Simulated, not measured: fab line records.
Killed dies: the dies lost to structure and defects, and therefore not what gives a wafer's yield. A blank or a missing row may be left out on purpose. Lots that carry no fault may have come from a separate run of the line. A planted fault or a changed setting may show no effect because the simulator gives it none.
What tool caused it? + flow berkeley-cmos170 + 14 lots, 42 wafers sampled, at 4 steps of a route of 331

## WHAT EACH GAUGE READ, for each wafer
UCB170_FIELD_THK_MEAS_02. Usual: for FIELD_OXIDE_THK the level is 555 nm and the standard deviation is 11.
| lot  | measured     | on            | FIELD_OXIDE_THK (nm) | flag |
|------|--------------|---------------|----------------------|------|
| L135 | day 5 00:39  | film-metro-03 | 566 569 573          |      |
| L137 | day 5 15:44  | film-metro-03 | 550 556 557          |      |
| L138 | day 5 15:46  | film-metro-04 | 576 569 569          |      |
| L140 | day 6 08:40  | film-metro-03 | 553 557 556          |      |
| L139 | day 6 08:41  | film-metro-01 | 564 565 570          |      |
| L141 | day 6 08:41  | film-metro-04 | 559 553 551          |      |
| L142 | day 6 18:38  | film-metro-03 | 563 570 551          |      |
| L143 | day 6 18:38  | film-metro-01 | 555 556 557          |      |
| L145 | day 7 09:08  | film-metro-01 | 559 561 565          |      |
| L148 | day 7 17:37  | film-metro-04 | 565 550 549          |      |
| L154 | day 9 15:12  | film-metro-01 | 553 546 557          |      |
| L157 | day 10 03:59 | film-metro-04 | 565 558 558          |      |

UCB170_V1_OVL_MEAS_13. Usual: for V1_OVL the level is -2 nm and the standard deviation is 7.3.
| lot  | measured     | on         | V1_OVL (nm) | flag |
|------|--------------|------------|-------------|------|
| L135 | day 8 07:21  | overlay-02 | -8 -2 -1    |      |
| L137 | day 8 15:26  | overlay-01 | -11 -11 0   |      |
| L138 | day 8 12:20  | overlay-01 | -5 -4 -1    |      |
| L140 | day 9 15:06  | overlay-01 | 5 1 -3      |      |
| L139 | day 9 14:50  | overlay-02 | -6 -11 -2   |      |
| L141 | day 9 14:34  | overlay-01 | 6 12 13     |      |
| L142 | day 10 01:55 | overlay-02 | 9 7 15      |      |
| L143 | day 10 01:41 | overlay-02 | -10 -4 -8   |      |
| L145 | day 11 03:28 | overlay-02 | -6 -1 -5    |      |
| L148 | day 11 09:23 | overlay-02 | -12 -10 -8  |      |
| L154 | day 12 12:09 | overlay-01 | 6 0 6       |      |
| L157 | day 13 05:25 | overlay-01 | 12 9 4      |      |

## TOOL THAT RAN EACH LOT (tool first, then ch and the chambers of the sampled wafers, then the start)
| lot  | UCB170_ZERO_ETCH_06               | UCB170_ACTIVE_ANNEAL_04      |
|------|-----------------------------------|------------------------------|
| L135 | rie-diel-03 ch 2,3, day 2 00:21   | furnace-04 ch 0, day 4 14:10 |
| L137 | rie-diel-01 ch 0,2,3, day 2 11:59 | furnace-01 ch 0, day 5 01:54 |
| L138 | rie-diel-01 ch 1,2,3, day 2 17:40 | furnace-01 ch 0, day 5 01:54 |
| L140 | rie-diel-01 ch 1,2,3, day 3 00:59 | furnace-04 ch 0, day 5 19:13 |
| L139 | rie-diel-03 ch 0,1,3, day 3 01:23 | furnace-04 ch 0, day 5 19:13 |
| L141 | rie-diel-01 ch 1,2,3, day 3 09:54 | furnace-04 ch 0, day 5 19:13 |
| L142 | rie-diel-02 ch 0,2,3, day 3 10:00 | furnace-02 ch 0, day 6 04:25 |
| L143 | rie-diel-03 ch 1,2,3, day 3 17:05 | furnace-02 ch 0, day 6 08:40 |
| L145 | rie-diel-02 ch 0,1,3, day 4 05:03 | furnace-02 ch 0, day 6 19:36 |
| L148 | rie-diel-03 ch 0,1,2, day 4 13:13 | furnace-02 ch 0, day 7 01:01 |
| L149 | rie-diel-02 ch 0,1,3, day 4 21:51 | furnace-02, day 7 10:37      |
| L150 | rie-diel-02 ch 0,3, day 5 10:19   | furnace-02, day 8 05:53      |
| L154 | rie-diel-01 ch 1,2, day 6 03:24   | furnace-01 ch 0, day 8 23:54 |
| L157 | rie-diel-02 ch 0,1,2, day 6 18:03 | furnace-02 ch 0, day 9 12:17 |
- UCB170_ZERO_ETCH_06: etches SiO2 in CHF3/CF4/Ar, time 12 s.
- UCB170_ACTIVE_ANNEAL_04: time 900 s.

## AS READ BY THE TOOLS THEMSELVES (means over the sampled wafers that have a number; for cases with no such wafer, the mark the record gives instead)
UCB170_ZERO_ETCH_06. Usual: drypump-motor-current-A 5.7 A, standard deviation 0.38; oes-product-au 0.615 a.u., standard deviation 0.01; throttle-valve-pct 9.32 %, standard deviation 0.095.
| lot  | tool        | drypump-motor-current-A (A) | oes-product-au (a.u.) | throttle-valve-pct (%) | flag |
|------|-------------|-----------------------------|-----------------------|------------------------|------|
| L135 | rie-diel-03 | 6.1                         | 0.609                 | 9.30                   |      |
| L137 | rie-diel-01 | 5.7                         | 0.622                 | 9.40                   |      |
| L138 | rie-diel-01 | 5.6                         | 0.632                 | 9.37                   |      |
| L140 | rie-diel-01 | 5.6                         | 0.631                 | 9.37                   |      |
| L139 | rie-diel-03 | 5.7                         | 0.607                 | 9.31                   |      |
| L141 | rie-diel-01 | 5.6                         | 0.622                 | 9.37                   |      |
| L142 | rie-diel-02 | 5.9                         | 0.607                 | 9.26                   |      |
| L143 | rie-diel-03 | 5.9                         | 0.605                 | 9.34                   |      |
| L145 | rie-diel-02 | 5.5                         | 0.606                 | 9.22                   |      |
| L148 | rie-diel-03 | 5.5                         | 0.608                 | 9.31                   |      |
| L149 | rie-diel-02 | 5.5                         | 0.607                 | 9.21                   |      |
| L150 | rie-diel-02 | 5.8                         | 0.612                 | 9.25                   |      |
| L154 | rie-diel-01 | 5.5                         | 0.623                 | 9.32                   |      |
| L157 | rie-diel-02 | 5.6                         | 0.613                 | 9.26                   |      |

UCB170_ACTIVE_ANNEAL_04. Usual: spike-tc-centre-C 1002.9 C, standard deviation 1.8; spike-tc-load-C 1026.4 C, standard deviation 2; spike-tc-source-C 1025.3 C, standard deviation 2.9.
| lot  | tool       | spike-tc-centre-C (C) | spike-tc-load-C (C) | spike-tc-source-C (C) | flag |
|------|------------|-----------------------|---------------------|-----------------------|------|
| L135 | furnace-04 | 1003.2                | 1025.8              | 1024.5                |      |
| L137 | furnace-01 | 1005.0                | 1029.0              | 1028.9                |      |
| L138 | furnace-01 | 1004.9                | 1028.2              | 1028.8                |      |
| L140 | furnace-04 | 1004.0                | 1024.8              | 1023.1                |      |
| L139 | furnace-04 | 1003.6                | 1025.0              | 1022.7                |      |
| L141 | furnace-04 | 1003.0                | 1025.6              | 1024.2                |      |
| L142 | furnace-02 | 1001.3                | 1025.7              | 1023.5                |      |
| L143 | furnace-02 | 1000.8                | 1025.2              | 1023.4                |      |
| L145 | furnace-02 | 1002.6                | 1026.1              | 1023.5                |      |
| L148 | furnace-02 | 1002.2                | 1024.2              | 1022.8                |      |
| L149 | furnace-02 | -                     | -                   | -                     | OFF  |
| L150 | furnace-02 | -                     | -                   | -                     | OFF  |
| L154 | furnace-01 | 1003.6                | 1028.4              | 1030.6                |      |
| L157 | furnace-02 | 1001.1                | 1026.1              | 1023.4                |      |

## THE ANSWER, worked out from the rows above alone
Rule: a lot counts as off when the mean over its wafers that have a number is more than 3 standard deviations away from the usual mean. Also off: a lot with no number at a reading for which 4 or more lots have one. The other lots that the step has rows for count as sound. First the gauges in route order, then the tools' own readings, where a lot's mean is used as printed above. The first step at which some lot is off is used, and at that step the reading that is off furthest; a lot without a number counts as furthest.
Off at UCB170_ACTIVE_ANNEAL_04 (spike-tc-centre-C): L149, L150. Without a number there: L149, L150.
If a tool, at that step or one of the process steps before it, ran each lot that is off and ran no sound lot following the first of them, it fits. Not one of the candidates tried fits.

## WHAT THE SIMULATOR HAD INSERTED
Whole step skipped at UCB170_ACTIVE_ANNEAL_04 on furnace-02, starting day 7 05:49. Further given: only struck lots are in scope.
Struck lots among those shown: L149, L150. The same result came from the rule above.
